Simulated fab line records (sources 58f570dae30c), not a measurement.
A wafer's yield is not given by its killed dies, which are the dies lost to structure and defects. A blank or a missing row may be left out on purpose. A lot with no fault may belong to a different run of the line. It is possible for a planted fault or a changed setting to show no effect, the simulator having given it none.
A single fault, viewed from 2 desks | flow berkeley-cmos170 | only its own numbers are on each desk; what lay behind them is given at the end

== FOR THE TOOL OWNER'S DESK: krf-scanner-01 ==
The tool's own readings at UCB170_CONTACT_EXPOSE_12 (exposes mask CONT, target cd 700 nm): means of the sampled wafers that have a number, for each lot that ran on this tool. If a lot's mean is further than 4 standard deviations from the usual mean, the lot is out of limits and carries the mark OUT (the distance appears in the brackets).
Columns: A = stage-vel-mm-s at UCB170_CONTACT_EXPOSE_12, usual 499.96 mm/s
lot  | first seen here | A
L283 | day 8 08:59     | 499.94
L289 | day 8 21:37     | 500.03
L288 | day 8 23:50     | 500.05
L285 | day 8 23:58     | 499.86
L291 | day 9 16:59     | 499.76
L290 | day 9 17:28     | 500.06
This desk's finding: nothing out of limits on any of the 6 lots.

== FROM THE METROLOGY DESK ==
Lot by lot, what the gauges showed, no matter which tool ran the lot: averages of those sampled wafers that carry a number. If a lot's mean is further than 4 standard deviations from the usual mean, the lot is out of limits and carries the mark OUT (the distance appears in the brackets).
Columns: A = cd-nm at UCB170_CONTACT_CD_MEAS_15, usual 700.5 nm
lot  | first seen here | A
L283 | day 8 09:22     | 700.8
L289 | day 8 22:39     | 697.7
L288 | day 9 01:07     | 700.2
L285 | day 9 01:27     | 698.9
L286 | day 9 01:31     | 700.5
L291 | day 9 18:18     | 719.9 (+13) OUT
L292 | day 9 18:41     | 701.7
L290 | day 9 18:57     | 717.1 (+11) OUT
L302 | day 11 08:39    | 702.0
L301 | day 11 09:10    | 698.8
L300 | day 11 09:23    | 698.3
L304 | day 11 22:56    | 700.9
L305 | day 12 13:24    | 701.4
L306 | day 12 13:39    | 701.9
This desk's verdict: out of limits on L290, L291, starting with L291 at day 9 18:18 (cd-nm at UCB170_CONTACT_CD_MEAS_15). Within limits: L283, L289, L288, L285, L286, L292, L302, L301, L300, L304, L305, L306.

== ALL TOGETHER ==
Metrology desk: alarm possible at day 9 18:18 on L290, L291.
The desk of the tool owner found nothing out of limits.
On record at the tool owner's desk: L290, L291, within its limits.
Of the lots named, all ran UCB170_CONTACT_EXPOSE_12 on krf-scanner-01.

== WHAT THE SIMULATOR PUT IN ==
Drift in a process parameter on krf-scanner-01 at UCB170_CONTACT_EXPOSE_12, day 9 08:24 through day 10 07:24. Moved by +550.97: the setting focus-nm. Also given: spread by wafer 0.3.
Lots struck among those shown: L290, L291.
Per desk, hours elapsed from the start of the fault to the first reading out of limits: for the metrology desk, 10.
